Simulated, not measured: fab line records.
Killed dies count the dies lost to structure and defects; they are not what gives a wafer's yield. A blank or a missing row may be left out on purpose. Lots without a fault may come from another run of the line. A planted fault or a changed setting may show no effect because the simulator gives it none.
Chamber matching -- flow berkeley cmos170 -- UCB170_CONTACT_ETCH_17 on rie diel-02: 4 sister chambers
The step etches BARC in N2/H2. 8 wafers are shown with their chamber, then 7 later ones without.

## WAFERS, EACH WITH ITS CHAMBER
wafer,chamber,drypump motor current A (A),oes product au (a.u.)
L292.5,1,5.4,0.963
L293.5,1,5.4,0.962
L295.5,3,5.9,1.020
L300.3,0,5.2,0.950
L300.4,2,6.2,1.029
L300.6,2,6.1,1.028
L305.1,0,5.2,0.954
L305.3,3,5.8,1.023

## WAFERS MISSING THEIR CHAMBER
wafer,drypump motor current A (A),oes product au (a.u.)
L305.6,6.2,0.995
L311.1,6.2,1.005
L311.2,5.8,1.037
L311.6,5.9,1.022
L309.3,5.2,0.961
L309.4,5.9,1.033
L309.5,5.4,0.974

## WHICH CHAMBER EACH ONE RAN IN
wafer,from the rows above,in truth
L305.6,3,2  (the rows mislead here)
L311.1,can't be placed: 3 or 2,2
L311.2,can't be placed: 2 or 3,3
L311.6,3,3
L309.3,can't be placed: 1 or 0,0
L309.4,can't be placed: 2 or 3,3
L309.5,1,1
Placed correctly: 2 of 7. Not placeable from these rows: 4 (in 4, the candidates include the true chamber). Number placed wrongly: 1.
How it was worked out, from the rows above alone: a wafer's distance from a chamber is the root of the sum, over the readings, of the square of ((its reading less the chamber's mean) divided by the reading's scatter). The wafer belongs to the nearest chamber; if the next one is less than 2 further off, it can't be placed. For every chamber, the mean is computed from those of its wafers that are shown. The scatter is the square root of a quotient: the sum, over the shown wafers, of each reading's squared deviation from its chamber's mean, divided by wafers minus chambers.
